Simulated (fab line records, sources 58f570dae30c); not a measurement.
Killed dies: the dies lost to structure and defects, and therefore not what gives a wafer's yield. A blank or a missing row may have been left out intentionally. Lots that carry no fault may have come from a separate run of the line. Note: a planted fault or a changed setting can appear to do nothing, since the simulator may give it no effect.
fab line records -- flow berkeleyCmos170
record lots=24, wafers=72, lastDay=12
route steps=331 shown NWELL@16 NVT@113 PLDD@208 V1@269 M2@288 M3@324
lots with no fault: from the same line, run without faults
startH: hours from the record's first day to the start of the lot's first wafer shown -- waitH: hours elapsed since this lot's preceding step -- " the same as in the row above -- L1.1+2: a row that stands for several wafers -- - either no value or no given start -- * or withheld: withheld -- < > ~ a bound
route shown NAME@n: NAME is a module with steps in the file, n the number in the route of the first one -- usual: mean/standard deviation taken from wafers without a fault -- same: alike in all rows -- chamber/n: place in a boat -- sites: per-site readings -- _std_site: how widely they spread, as a standard deviation -- _edge_site: outer sites' mean less inner sites' -- radiusMm: for every site, how far away it sits from the centre of the wafer -- mask NAME#n: copy n -- behind: the last tool/chamber to shape the wafer -- hold: the reason the lot was held/the length of the hold in hours/how it ended -- device: whichever transistor did not switch (one of n, p or np) -- end of line: tests of these same wafers at the route's end -- for a step that has no rows: nothing shown but its recipe -- killed: at the first sort, the dies lost to defects and structure; wafer yield is something else -- map: shows each die of a wafer: x if killed, . if not, _ if none is there
set.NAME: the setting that was run; set.NAME@STEP: the one run at that earlier step -- model.NAME: the simulator's own value behind a step, which no gauge read
the route's steps for a sample of lots (tables are steps, rows are wafers)
services: the hour from which a tool's chamber was out of use, counted from the record's first day as startH (under 0 if before that day), plus the number of hours and why
## steps
# step UCB170_NWELL_THK_MEAS_02
# recipe reads=SiO2_of_NWELL_OXIDATION_01
# usual NWELL_OXIDE_THK=26.5/0.47
lot.wafer,tool,chamber,startH,waitH,NWELL_OXIDE_THK[nm]
L074.2,filmMetro-04,-,28.31,0.0,26.8
L074.3,filmMetro-04,-,28.31,0.0,26.1
L074.4,filmMetro-04,-,28.31,0.0,26.3
L075.2,filmMetro-04,-,32.33,0.0,26.7
L075.4,filmMetro-04,-,32.33,0.0,26.4
L075.6,filmMetro-04,-,32.33,0.0,26.5
L076.2,filmMetro-01,-,32.34,0.0,27.3
L076.3,filmMetro-01,-,32.34,0.0,27.1
L076.6,filmMetro-01,-,32.34,0.0,26.7
L077.2,filmMetro-04,-,39.44,0.0,26.5
L077.4,filmMetro-04,-,39.44,0.0,26.1
L077.5,filmMetro-04,-,39.44,0.0,25.9
L078.2,filmMetro-02,-,46.79,0.0,26.9
L078.5,filmMetro-02,-,46.79,0.0,26.7
L078.6,filmMetro-02,-,46.79,0.0,26.6
L079.1,filmMetro-02,-,49.65,0.0,26.2
L079.2,filmMetro-02,-,49.65,0.0,25.9
L079.5,filmMetro-02,-,49.65,0.0,26.2
L080.1,filmMetro-04,-,56.13,0.0,27.5
L080.2,filmMetro-04,-,56.13,0.0,26.9
L080.3,filmMetro-04,-,56.13,0.0,27.1
L081.1,filmMetro-02,-,56.13,0.0,27.1
L081.5,filmMetro-02,-,56.13,0.0,27.2
L081.6,filmMetro-02,-,56.13,0.0,27.2
L082.1,filmMetro-02,-,63.68,0.0,27.4
L082.3,filmMetro-02,-,63.68,0.0,26.9
L082.4,filmMetro-02,-,63.68,0.0,27.4
L083.2,filmMetro-04,-,66.29,0.0,27.3
L083.5,filmMetro-04,-,66.29,0.0,26.7
L083.6,filmMetro-04,-,66.29,0.0,27.4
L084.1,filmMetro-02,-,73.97,0.0,26.6
L084.2,filmMetro-02,-,73.97,0.0,26.7
L084.6,filmMetro-02,-,73.97,0.0,26.8
L085.1,filmMetro-01,-,80.15,0.0,26.1
L085.3,filmMetro-01,-,80.15,0.0,25.8
L085.6,filmMetro-01,-,80.15,0.0,25.8
L086.2,filmMetro-02,-,80.16,0.0,25.8
L086.4,filmMetro-02,-,80.16,0.0,25.8
L086.6,filmMetro-02,-,80.16,0.0,26.3
L087.2,filmMetro-01,-,84.72,0.0,26.2
L087.4,filmMetro-01,-,84.72,0.0,26.3
L087.5,filmMetro-01,-,84.72,0.0,25.6
L088.1,filmMetro-04,-,94.96,0.0,26.3
L088.4,filmMetro-04,-,94.96,0.0,26.4
L088.5,filmMetro-04,-,94.96,0.0,26.5
L089.2,filmMetro-04,-,97.07,0.0,26.9
L089.4,filmMetro-04,-,97.07,0.0,26.8
L089.5,filmMetro-04,-,97.07,0.0,26.4
L090.3,filmMetro-04,-,101.19,0.0,26.6
L090.4,filmMetro-04,-,101.19,0.0,26.2
L090.6,filmMetro-04,-,101.19,0.0,26.4
L091.1,filmMetro-01,-,109.29,0.0,26.3
L091.3,filmMetro-01,-,109.29,0.0,26.8
L091.6,filmMetro-01,-,109.29,0.0,26.9
L093.2,filmMetro-02,-,116.19,0.0,26.8
L093.3,filmMetro-02,-,116.19,0.0,27.1
L093.4,filmMetro-02,-,116.19,0.0,26.9
L092.4,filmMetro-04,-,116.21,0.0,26.5
L092.5,filmMetro-04,-,116.21,0.0,26.6
L092.6,filmMetro-04,-,116.21,0.0,26.0
L094.1,filmMetro-04,-,120.03,0.0,25.9
L094.4,filmMetro-04,-,120.03,0.0,26.7
L094.5,filmMetro-04,-,120.03,0.0,26.4
L095.1,filmMetro-02,-,131.65,0.0,26.3
L095.3,filmMetro-02,-,131.65,0.0,26.5
L095.5,filmMetro-02,-,131.65,0.0,26.7
L096.1,filmMetro-04,-,131.65,0.0,26.6
L096.2,filmMetro-04,-,131.65,0.0,26.7
L096.4,filmMetro-04,-,131.65,0.0,26.7
L097.1,filmMetro-02,-,136.23,0.0,25.8
L097.2,filmMetro-02,-,136.23,0.0,25.8
L097.5,filmMetro-02,-,136.23,0.0,25.6
# step UCB170_NVT_TW_MEAS_09
# usual NVT_TW=522.1/2.1
lot.wafer,tool,chamber,startH,waitH,NVT_TW
L076.2,filmMetro-02,-,110.74,0.1,520.3
L076.3,filmMetro-02,-,110.74,0.1,522.9
L076.6,filmMetro-02,-,110.74,0.1,523.5
L075.2,filmMetro-01,-,110.82,0.1,518.4
L075.4,filmMetro-01,-,110.82,0.1,524.1
L075.6,filmMetro-01,-,110.82,0.1,521.6
L074.2,filmMetro-04,-,111.02,0.1,522.3
L074.3,filmMetro-04,-,111.02,0.1,518.4
L074.4,filmMetro-04,-,111.02,0.1,521.2
L077.2,filmMetro-02,-,112.59,0.1,523.5
L077.4,filmMetro-02,-,112.59,0.1,524.7
L077.5,filmMetro-02,-,112.59,0.1,519.5
L079.1,filmMetro-01,-,122.94,0.1,526.3
L079.2,filmMetro-01,-,122.94,0.1,522.6
L079.5,filmMetro-01,-,122.94,0.1,525.0
L078.2,filmMetro-02,-,123.22,0.1,523.5
L078.5,filmMetro-02,-,123.22,0.1,524.9
L078.6,filmMetro-02,-,123.22,0.1,521.6
L080.1,filmMetro-04,-,134.59,0.1,525.0
L080.2,filmMetro-04,-,134.59,0.1,520.8
L080.3,filmMetro-04,-,134.59,0.1,525.3
L081.1,filmMetro-04,-,134.93,0.1,524.1
L081.5,filmMetro-04,-,134.93,0.1,520.0
L081.6,filmMetro-04,-,134.93,0.1,521.5
L082.1,filmMetro-04,-,149.26,0.1,521.8
L082.3,filmMetro-04,-,149.26,0.1,522.7
L082.4,filmMetro-04,-,149.26,0.1,522.8
L083.2,filmMetro-04,-,149.33,0.1,522.0
L083.5,filmMetro-04,-,149.33,0.1,517.6
L083.6,filmMetro-04,-,149.33,0.1,520.4
L086.2,filmMetro-01,-,151.07,0.1,524.3
L086.4,filmMetro-01,-,151.07,0.1,525.3
L086.6,filmMetro-01,-,151.07,0.1,524.9
L087.2,filmMetro-01,-,152.22,0.1,525.1
L087.4,filmMetro-01,-,152.22,0.1,524.9
L087.5,filmMetro-01,-,152.22,0.1,518.6
L084.1,filmMetro-02,-,152.26,0.1,525.0
L084.2,filmMetro-02,-,152.26,0.1,524.5
L084.6,filmMetro-02,-,152.26,0.1,527.4
L085.1,filmMetro-02,-,153.15,0.1,523.8
L085.3,filmMetro-02,-,153.15,0.1,526.0
L085.6,filmMetro-02,-,153.15,0.1,525.7
L088.1,filmMetro-04,-,173.00,0.1,520.7
L088.4,filmMetro-04,-,173.00,0.1,522.2
L088.5,filmMetro-04,-,173.00,0.1,522.7
L090.3,filmMetro-01,-,173.29,0.1,523.1
L090.4,filmMetro-01,-,173.29,0.1,521.5
L090.6,filmMetro-01,-,173.29,0.1,521.4
L089.2,filmMetro-02,-,173.43,0.1,522.6
L089.4,filmMetro-02,-,173.43,0.1,519.5
L089.5,filmMetro-02,-,173.43,0.1,518.4
L091.1,filmMetro-01,-,183.86,0.1,522.8
L091.3,filmMetro-01,-,183.86,0.1,519.4
L091.6,filmMetro-01,-,183.86,0.1,521.2
L092.4,filmMetro-04,-,201.69,0.1,521.5
L092.5,filmMetro-04,-,201.69,0.1,520.9
L092.6,filmMetro-04,-,201.69,0.1,520.1
L093.2,filmMetro-01,-,202.09,0.2,523.4
L093.3,filmMetro-01,-,202.09,0.2,521.2
L093.4,filmMetro-01,-,202.09,0.2,522.9
L094.1,filmMetro-04,-,208.64,0.1,520.2
L094.4,filmMetro-04,-,208.64,0.1,522.0
L094.5,filmMetro-04,-,208.64,0.1,521.1
L096.1,filmMetro-02,-,208.74,0.1,518.6
L096.2,filmMetro-02,-,208.74,0.1,520.5
L096.4,filmMetro-02,-,208.74,0.1,519.4
L097.1,filmMetro-02,-,222.61,0.1,521.6
L097.2,filmMetro-02,-,222.61,0.1,521.5
L097.5,filmMetro-02,-,222.61,0.1,520.0
L095.1,filmMetro-02,-,223.08,0.1,523.0
L095.3,filmMetro-02,-,223.08,0.1,522.2
L095.5,filmMetro-02,-,223.08,0.1,521.7
# step UCB170_SDANNEAL_RS_MEAS_04
# recipe thkMeasGauge=four-point-probe
# usual PLDD_RS=1031.6/2.3
lot.wafer,tool,chamber,startH,waitH,PLDD_RS[ohm/sq]
L074.2,filmMetro-03,-,140.09,0.1,1031.0
L074.3,filmMetro-03,-,140.09,0.1,1032.8
L074.4,filmMetro-03,-,140.09,0.1,1032.5
L076.2,filmMetro-02,-,140.50,0.1,1028.8
L076.3,filmMetro-02,-,140.50,0.1,1028.9
L076.6,filmMetro-02,-,140.50,0.1,1031.0
L077.2,filmMetro-03,-,140.85,0.1,1031.2
L077.4,filmMetro-03,-,140.85,0.1,1032.2
L077.5,filmMetro-03,-,140.85,0.1,1034.1
L075.2,filmMetro-02,-,141.14,0.1,1030.8
L075.4,filmMetro-02,-,141.14,0.1,1033.0
L075.6,filmMetro-02,-,141.14,0.1,1033.0
L079.1,filmMetro-01,-,148.98,0.1,1032.1
L079.2,filmMetro-01,-,148.98,0.1,1033.1
L079.5,filmMetro-01,-,148.98,0.1,1033.8
L078.2,filmMetro-02,-,149.23,0.1,1030.2
L078.5,filmMetro-02,-,149.23,0.1,1030.0
L078.6,filmMetro-02,-,149.23,0.1,1030.7
L081.1,filmMetro-01,-,162.61,0.1,1032.2
L081.5,filmMetro-01,-,162.61,0.1,1034.7
L081.6,filmMetro-01,-,162.61,0.1,1034.9
L080.1,filmMetro-03,-,163.15,0.1,1028.5
L080.2,filmMetro-03,-,163.15,0.1,1030.5
L080.3,filmMetro-03,-,163.15,0.1,1029.9
L083.2,filmMetro-02,-,178.90,0.1,1030.4
L083.5,filmMetro-02,-,178.90,0.1,1028.9
L083.6,filmMetro-02,-,178.90,0.1,1031.5
L086.2,filmMetro-01,-,179.21,0.1,1033.6
L086.4,filmMetro-01,-,179.21,0.1,1031.9
L086.6,filmMetro-01,-,179.21,0.1,1029.9
L085.1,filmMetro-03,-,179.41,0.1,1031.6
L085.3,filmMetro-03,-,179.41,0.1,1027.2
L085.6,filmMetro-03,-,179.41,0.1,1029.1
L087.2,filmMetro-02,-,179.44,0.1,1032.5
L087.4,filmMetro-02,-,179.44,0.1,1029.5
L087.5,filmMetro-02,-,179.44,0.1,1034.0
L082.1,filmMetro-01,-,179.86,0.1,1034.1
L082.3,filmMetro-01,-,179.86,0.1,1032.2
L082.4,filmMetro-01,-,179.86,0.1,1029.5
L084.1,filmMetro-03,-,179.90,0.1,1031.8
L084.2,filmMetro-03,-,179.90,0.1,1032.4
L084.6,filmMetro-03,-,179.90,0.1,1028.8
L088.1,filmMetro-01,-,201.48,0.1,1032.9
L088.4,filmMetro-01,-,201.48,0.1,1030.2
L088.5,filmMetro-01,-,201.48,0.1,1030.1
L090.3,filmMetro-03,-,201.55,0.1,1034.3
L090.4,filmMetro-03,-,201.55,0.1,1035.1
L090.6,filmMetro-03,-,201.55,0.1,1032.6
L089.2,filmMetro-03,-,202.01,0.1,1026.1
L089.4,filmMetro-03,-,202.01,0.1,1028.2
L089.5,filmMetro-03,-,202.01,0.1,1028.6
L091.1,filmMetro-01,-,212.69,0.1,1030.3
L091.3,filmMetro-01,-,212.69,0.1,1030.7
L091.6,filmMetro-01,-,212.69,0.1,1030.3
L093.2,filmMetro-01,-,231.06,0.1,1032.2
L093.3,filmMetro-01,-,231.06,0.1,1032.8
L093.4,filmMetro-01,-,231.06,0.1,1033.3
L092.4,filmMetro-03,-,231.10,0.1,1030.5
L092.5,filmMetro-03,-,231.10,0.1,1032.8
L092.6,filmMetro-03,-,231.10,0.1,1033.3
L094.1,filmMetro-03,-,246.99,0.1,1036.4
L094.4,filmMetro-03,-,246.99,0.1,1033.9
L094.5,filmMetro-03,-,246.99,0.1,1034.4
L096.1,filmMetro-02,-,246.99,0.1,1031.7
L096.2,filmMetro-02,-,246.99,0.1,1028.0
L096.4,filmMetro-02,-,246.99,0.1,1031.2
L095.1,filmMetro-01,-,254.72,0.1,1034.2
L095.3,filmMetro-01,-,254.72,0.1,1032.0
L095.5,filmMetro-01,-,254.72,0.1,1036.8
L097.1,filmMetro-02,-,254.72,0.1,1029.4
L097.2,filmMetro-02,-,254.72,0.1,1031.4
L097.5,filmMetro-02,-,254.72,0.1,1031.3
# step UCB170_V1_STRIP_15
# recipe chemistry=O2, powerW=400, pressureMtorr=3500, platenTempC=withheld, o2FlowSccm=400, overashFraction=0.5
# usual drypumpMotorCurrentA=5.78/0.21, oesProductAu=0.722/0.0046, stripTimeToEndpointS=15.41/0.15
lot.wafer,tool,chamber,startH,waitH,drypumpMotorCurrentA,oesProductAu,rfHoursCounterH,stripTimeToEndpointS
L074.2,plasmaAsher-01,0,152.34,0.1,5.49,0.721,38,15.43
L074.3,plasmaAsher-01,1,152.34,0.1,5.57,0.719,-,15.27
L074.4,plasmaAsher-01,0,152.34,0.1,5.50,0.722,-,15.33
L076.2,plasmaAsher-01,1,153.77,0.1,5.58,0.724,38,15.67
L076.3,plasmaAsher-01,0,153.77,0.1,5.48,0.719,-,15.09
L076.6,plasmaAsher-01,0,153.77,0.1,5.50,0.727,-,15.50
L075.2,plasmaAsher-01,1,154.41,0.1,5.59,0.724,38,15.03
L075.4,plasmaAsher-01,0,154.41,0.1,5.50,0.715,-,15.23
L075.6,plasmaAsher-01,1,154.41,0.1,5.58,0.720,-,15.09
L077.2,plasmaAsher-01,1,154.79,0.1,5.60,0.718,38,15.54
L077.4,plasmaAsher-01,0,154.79,0.1,5.48,0.722,-,15.57
L077.5,plasmaAsher-01,0,154.79,0.1,5.50,0.728,-,15.53
L079.1,plasmaAsher-01,0,164.86,0.1,5.53,0.719,40,15.44
L079.2,plasmaAsher-01,1,164.86,0.1,5.60,0.722,40,15.60
L079.5,plasmaAsher-01,0,164.86,0.1,5.51,0.724,-,15.34
L078.2,plasmaAsher-03,0,165.10,0.1,6.02,0.721,47,15.82
L078.5,plasmaAsher-03,0,165.10,0.1,6.02,0.721,-,15.20
L078.6,plasmaAsher-03,1,165.10,0.1,5.72,0.721,-,15.44
L081.1,plasmaAsher-02,1,176.83,0.1,6.09,0.724,7,15.71
L081.5,plasmaAsher-02,0,176.83,0.1,5.90,0.717,-,15.60
L081.6,plasmaAsher-02,1,176.83,0.1,6.09,0.723,-,15.58
L080.1,plasmaAsher-01,1,184.89,0.1,5.60,0.724,42,15.35
L080.2,plasmaAsher-01,0,184.89,0.1,5.52,0.717,42,15.42
L080.3,plasmaAsher-01,0,184.89,0.1,5.49,0.728,-,15.79
L086.2,plasmaAsher-03,0,194.46,0.1,6.03,0.712,50,15.49
L086.4,plasmaAsher-03,0,194.46,0.1,6.01,0.722,-,15.47
L086.6,plasmaAsher-03,0,194.46,0.1,6.02,0.718,-,15.47
L085.1,plasmaAsher-02,1,194.76,0.1,6.05,0.726,9,15.58
L085.3,plasmaAsher-02,1,194.76,0.1,6.07,0.724,-,15.41
L085.6,plasmaAsher-02,0,194.76,0.1,5.92,0.722,-,15.21
L083.2,plasmaAsher-01,0,195.03,0.1,5.51,0.727,42,15.39
L083.5,plasmaAsher-01,1,195.03,0.1,5.60,0.726,-,15.20
L083.6,plasmaAsher-01,0,195.03,0.1,5.51,0.727,-,15.26
L082.1,plasmaAsher-03,0,195.36,0.1,6.00,0.724,50,15.56
L082.3,plasmaAsher-03,1,195.36,0.1,5.72,0.723,-,15.64
L082.4,plasmaAsher-03,0,195.36,0.1,6.00,0.713,-,15.47
L084.1,plasmaAsher-02,0,195.61,0.1,5.94,0.719,9,15.20
L084.2,plasmaAsher-02,1,195.61,0.1,6.08,0.719,9,15.54
L084.6,plasmaAsher-02,1,195.61,0.1,6.07,0.708,-,15.55
L087.2,plasmaAsher-03,1,195.87,0.1,5.73,0.720,50,15.31
L087.4,plasmaAsher-03,0,195.87,0.1,6.03,0.722,-,15.29
L087.5,plasmaAsher-03,1,195.87,0.1,5.74,0.724,-,15.33
L088.1,plasmaAsher-02,1,215.91,0.1,6.07,0.721,11,15.54
L088.4,plasmaAsher-02,1,215.91,0.1,6.07,0.720,-,15.38
L088.5,plasmaAsher-02,1,215.91,0.1,6.08,0.719,-,15.34
L090.3,plasmaAsher-03,0,216.18,0.1,6.01,0.723,-,15.43
L090.4,plasmaAsher-03,1,216.18,0.1,5.71,0.723,-,15.39
L090.6,plasmaAsher-03,1,216.18,0.1,5.69,0.722,-,15.32
L089.2,plasmaAsher-01,0,216.49,0.1,5.49,0.724,45,15.60
L089.4,plasmaAsher-01,0,216.49,0.1,5.49,0.721,-,15.16
L089.5,plasmaAsher-01,0,216.49,0.1,5.49,0.716,-,15.61
L091.1,plasmaAsher-02,1,226.17,0.1,6.07,0.729,12,15.51
L091.3,plasmaAsher-02,0,226.17,0.1,5.92,0.718,-,15.43
L091.6,plasmaAsher-02,0,226.17,0.1,5.91,0.717,-,15.41
L092.4,plasmaAsher-03,0,247.58,0.1,6.01,0.726,-,15.51
L092.5,plasmaAsher-03,1,247.58,0.1,5.71,0.720,-,15.55
L092.6,plasmaAsher-03,0,247.58,0.1,6.01,0.719,-,15.51
L093.2,plasmaAsher-01,1,247.83,0.1,5.58,0.715,48,15.53
L093.3,plasmaAsher-01,0,247.83,0.1,5.50,0.723,-,15.49
L093.4,plasmaAsher-01,1,247.83,0.1,5.59,0.727,-,15.56
L096.1,plasmaAsher-02,1,263.88,0.1,6.07,0.722,16,15.25
L096.2,plasmaAsher-02,0,263.88,0.1,5.91,0.721,16,15.18
L096.4,plasmaAsher-02,1,263.88,0.1,6.06,0.724,-,15.34
L094.1,plasmaAsher-03,1,264.07,0.1,5.73,0.726,56,15.31
L094.4,plasmaAsher-03,1,264.07,0.1,5.71,0.722,-,15.29
L094.5,plasmaAsher-03,1,264.07,0.1,5.72,0.712,-,15.37
L097.1,plasmaAsher-03,0,268.09,0.1,6.00,0.728,57,15.44
L097.2,plasmaAsher-03,1,268.09,0.1,5.74,0.723,57,15.55
L097.5,plasmaAsher-03,1,268.09,0.1,5.73,0.724,-,15.42
L095.1,plasmaAsher-02,0,274.48,0.1,5.90,0.721,17,15.37
L095.3,plasmaAsher-02,1,274.48,0.1,6.08,0.724,-,15.66
L095.5,plasmaAsher-02,1,274.48,0.1,6.08,0.719,-,15.47
# step UCB170_M2_ETCH_17
# recipe chemistry=N2/H2, targetDepthA=withheld, overetchA=withheld, target=BARC, timeS=withheld, sourceW=500, biasW=100, pressureMtorr=30, n2FlowSccm=100, h2FlowSccm=200
# usual biasW=100.0/0.31, drypumpMotorCurrentA=5.7/0.43, oesProductAu=0.995/0.028, throttleValvePct=13.44/0.13
lot.wafer,tool,chamber,startH,waitH,biasW,drypumpMotorCurrentA,oesProductAu,throttleValvePct
L074.2,rieDiel-01,2,155.79,0.0,99.6,6.5,0.986,13.48
L074.3,rieDiel-01,0,155.79,0.0,99.4,5.0,0.980,13.51
L074.4,rieDiel-01,2,155.79,0.0,100.4,6.5,0.987,13.48
L076.2,rieDiel-01,3,156.89,0.0,100.3,5.5,0.993,13.56
L076.3,rieDiel-01,0,156.89,0.0,99.3,5.0,0.979,13.51
L076.6,rieDiel-01,2,156.89,0.0,100.1,6.5,0.986,13.47
L075.2,rieDiel-02,3,157.34,0.0,100.1,5.8,1.033,13.55
L075.4,rieDiel-02,0,157.34,0.0,100.1,6.0,1.035,13.49
L075.6,rieDiel-02,3,157.34,0.0,99.6,5.8,1.059,13.52
L077.2,rieDiel-01,2,157.46,0.0,99.8,6.5,0.978,13.47
L077.4,rieDiel-01,0,157.46,0.0,99.4,5.0,0.999,13.51
L077.5,rieDiel-01,2,157.46,0.0,100.1,6.5,0.981,13.46
L079.1,rieDiel-04,1,168.64,0.0,99.2,6.4,0.947,13.33
L079.2,rieDiel-04,2,168.64,0.0,100.2,5.4,0.945,13.40
L079.5,rieDiel-04,0,168.64,0.0,100.7,5.7,1.006,13.57
L078.2,rieDiel-02,2,168.88,0.0,100.0,5.4,1.008,13.58
L078.5,rieDiel-02,1,168.88,0.0,99.6,5.2,0.971,13.23
L078.6,rieDiel-02,0,168.88,0.0,100.2,6.1,1.043,13.49
L081.1,rieDiel-04,2,179.54,0.0,99.9,5.4,0.958,13.39
L081.5,rieDiel-04,2,179.54,0.0,99.7,5.4,0.966,13.38
L081.6,rieDiel-04,1,179.54,0.0,100.0,6.4,0.942,13.34
L080.1,rieDiel-04,0,187.23,0.0,100.2,5.7,1.014,13.55
L080.2,rieDiel-04,1,187.23,0.0,99.7,6.3,0.950,13.34
L080.3,rieDiel-04,3,187.23,0.0,100.0,5.7,0.985,13.15
L086.2,rieDiel-04,0,196.79,0.0,100.2,5.7,1.005,13.57
L086.4,rieDiel-04,1,196.79,0.0,100.5,6.4,0.939,13.34
L086.6,rieDiel-04,2,196.79,0.0,100.0,5.4,0.956,13.40
L085.1,rieDiel-02,2,197.51,0.0,100.2,5.4,0.998,13.60
L085.3,rieDiel-02,1,197.51,0.0,100.5,5.2,0.974,13.21
L085.6,rieDiel-02,0,197.51,0.0,99.9,6.1,1.026,13.48
L083.2,rieDiel-01,2,197.79,0.0,100.1,6.5,0.992,13.48
L083.5,rieDiel-01,3,197.79,0.0,100.5,5.5,0.999,13.57
L083.6,rieDiel-01,0,197.79,0.0,100.1,5.1,0.988,13.50
L082.1,rieDiel-04,2,198.10,0.0,99.8,5.4,0.957,13.39
L082.3,rieDiel-04,3,198.10,0.0,99.7,5.7,0.985,13.15
L082.4,rieDiel-04,1,198.10,0.0,99.6,6.4,0.950,13.35
L084.1,rieDiel-02,2,198.24,0.0,100.1,5.4,1.002,13.58
L084.2,rieDiel-02,0,198.24,0.0,100.0,6.0,1.041,13.48
L084.6,rieDiel-02,3,198.24,0.0,99.7,5.8,1.056,13.54
L087.2,rieDiel-04,3,198.63,0.0,100.2,5.7,0.978,13.15
L087.4,rieDiel-04,2,198.63,0.0,100.3,5.4,0.957,13.40
L087.5,rieDiel-04,3,198.63,0.0,99.8,5.8,0.993,13.16
L088.1,rieDiel-04,0,218.18,0.0,99.4,5.7,1.006,13.57
L088.4,rieDiel-04,2,218.18,0.0,99.8,5.4,0.958,13.39
L088.5,rieDiel-04,2,218.18,0.0,99.9,5.4,0.956,13.38
L090.3,rieDiel-02,3,218.67,0.0,100.4,5.8,1.051,13.53
L090.4,rieDiel-02,1,218.67,0.0,100.2,5.2,0.986,13.22
L090.6,rieDiel-02,1,218.67,0.0,99.9,5.2,0.979,13.22
L089.2,rieDiel-01,2,218.94,0.0,99.7,6.5,0.983,13.47
L089.4,rieDiel-01,1,218.94,0.0,99.9,5.9,1.002,13.32
L089.5,rieDiel-01,1,218.94,0.0,100.2,5.9,0.993,13.32
L091.1,rieDiel-04,1,228.94,0.0,100.4,6.4,0.950,13.36
L091.3,rieDiel-04,2,228.94,0.0,99.8,5.4,0.950,13.41
L091.6,rieDiel-04,0,228.94,0.0,99.9,5.7,1.015,13.57
L092.4,rieDiel-02,0,250.84,0.0,100.2,6.0,1.023,13.47
L092.5,rieDiel-02,2,250.84,0.0,100.1,5.4,1.007,13.59
L092.6,rieDiel-02,3,250.84,0.0,100.1,5.8,1.040,13.53
L093.2,rieDiel-01,3,251.10,0.0,99.7,5.5,0.988,13.58
L093.3,rieDiel-01,0,251.10,0.0,100.5,5.0,0.988,13.50
L093.4,rieDiel-01,1,251.10,0.0,99.9,5.9,0.994,13.31
L096.1,rieDiel-02,3,266.70,0.0,100.3,5.8,1.045,13.53
L096.2,rieDiel-02,0,266.70,0.0,99.8,6.1,1.018,13.47
L096.4,rieDiel-02,0,266.70,0.0,100.3,6.0,1.015,13.49
L094.1,rieDiel-01,0,266.82,0.0,100.3,5.0,1.002,13.51
L094.4,rieDiel-01,3,266.82,0.0,99.9,5.5,0.992,13.57
L094.5,rieDiel-01,0,266.82,0.0,100.2,5.0,0.994,13.51
L097.1,rieDiel-02,2,270.55,0.0,100.3,5.4,1.001,13.56
L097.2,rieDiel-02,0,270.55,0.0,99.7,6.1,1.018,13.48
L097.5,rieDiel-02,2,270.55,0.0,100.0,5.3,1.005,13.58
L095.1,rieDiel-02,3,278.02,0.0,100.2,5.8,1.041,13.53
L095.3,rieDiel-02,1,278.02,0.0,99.8,5.2,0.976,13.22
L095.5,rieDiel-02,2,278.02,0.0,100.0,5.4,0.999,13.57
# step UCB170_M3_CD_MEAS_15
# recipe targetCdNm=700
# usual cdNm=700.2/1.3
lot.wafer,tool,chamber,startH,waitH,cdNm
L074.2,cdSem-02,-,161.60,-,699.9
L074.3,cdSem-02,-,161.60,-,699.9
L074.4,cdSem-02,-,161.60,-,699.8
L076.2,cdSem-02,-,162.65,-,698.9
L076.3,cdSem-02,-,162.65,-,698.9
L076.6,cdSem-02,-,162.65,-,698.9
L075.2,cdSem-02,-,162.97,-,701.1
L075.4,cdSem-02,-,162.97,-,701.9
L075.6,cdSem-02,-,162.97,-,702.1
L077.2,cdSem-02,-,163.43,-,700.5
L077.4,cdSem-02,-,163.43,-,699.4
L077.5,cdSem-02,-,163.43,-,698.3
L079.1,cdSem-02,-,174.74,-,701.5
L079.2,cdSem-02,-,174.74,-,699.6
L079.5,cdSem-02,-,174.74,-,699.8
L078.2,cdSem-02,-,174.88,-,698.6
L078.5,cdSem-02,-,174.88,-,698.4
L078.6,cdSem-02,-,174.88,-,698.6
L081.1,cdSem-02,-,185.06,-,701.0
L081.5,cdSem-02,-,185.06,-,700.1
L081.6,cdSem-02,-,185.06,-,700.8
L080.1,cdSem-01,-,192.96,-,699.2
L080.2,cdSem-01,-,192.96,-,698.7
L080.3,cdSem-01,-,192.96,-,698.9
L086.2,cdSem-02,-,203.03,-,699.4
L086.4,cdSem-02,-,203.03,-,702.0
L086.6,cdSem-02,-,203.03,-,699.8
L085.1,cdSem-01,-,203.71,-,701.6
L085.3,cdSem-01,-,203.71,-,698.6
L085.6,cdSem-01,-,203.71,-,700.3
L083.2,cdSem-01,-,204.41,-,698.4
L083.5,cdSem-01,-,204.41,-,700.1
L083.6,cdSem-01,-,204.41,-,698.9
L082.1,cdSem-02,-,204.44,-,702.7
L082.3,cdSem-02,-,204.44,-,701.7
L082.4,cdSem-02,-,204.44,-,703.4
L084.1,cdSem-01,-,204.63,-,701.5
L084.2,cdSem-01,-,204.63,-,700.8
L084.6,cdSem-01,-,204.63,-,702.4
L087.2,cdSem-02,-,204.77,-,701.4
L087.4,cdSem-02,-,204.77,-,700.4
L087.5,cdSem-02,-,204.77,-,699.7
L088.1,cdSem-01,-,223.29,-,701.7
L088.4,cdSem-01,-,223.29,-,701.7
L088.5,cdSem-01,-,223.29,-,702.2
L090.3,cdSem-01,-,223.95,-,701.8
L090.4,cdSem-01,-,223.95,-,699.7
L090.6,cdSem-01,-,223.95,-,700.6
L089.2,cdSem-02,-,224.21,-,700.6
L089.4,cdSem-02,-,224.21,-,700.5
L089.5,cdSem-02,-,224.21,-,698.8
L091.1,cdSem-01,-,234.83,-,703.7
L091.3,cdSem-01,-,234.83,-,703.0
L091.6,cdSem-01,-,234.83,-,702.2
L092.4,cdSem-01,-,258.85,-,702.6
L092.5,cdSem-01,-,258.85,-,700.4
L092.6,cdSem-01,-,258.85,-,700.1
L093.2,cdSem-02,-,259.05,-,701.1
L093.3,cdSem-02,-,259.05,-,702.1
L093.4,cdSem-02,-,259.05,-,700.9
L096.1,cdSem-01,-,271.80,-,700.4
L096.2,cdSem-01,-,271.80,-,699.4
L096.4,cdSem-01,-,271.80,-,700.3
L094.1,cdSem-02,-,271.95,-,699.8
L094.4,cdSem-02,-,271.95,-,699.0
L094.5,cdSem-02,-,271.95,-,699.3
L097.1,cdSem-01,-,276.52,-,699.6
L097.2,cdSem-01,-,276.52,-,699.1
L097.5,cdSem-01,-,276.52,-,698.8
L095.1,cdSem-02,-,283.02,-,697.9
L095.3,cdSem-02,-,283.02,-,699.9
L095.5,cdSem-02,-,283.02,-,698.9
## services
tool,chamber,startH,hours,kind
rieDiel-01,1,148.83,-,clean
rieDiel-01,1,148.83,19.1,scheduledDown
rieDiel-01,1,148.83,19.1,ventCycle
rieDiel-04,0,158.09,3.2,repair
plasmaAsher-01,-,187.29,3.8,repair
rieDiel-04,3,193.43,1.3,repair
rieDiel-04,-,222.43,0.9,repair
plasmaAsher-03,-,224.28,4.2,repair
rieDiel-02,3,240.02,8.7,repair
rieDiel-02,1,263.62,7.8,repair
plasmaAsher-03,-,269.60,2.0,repair
## key
fault none
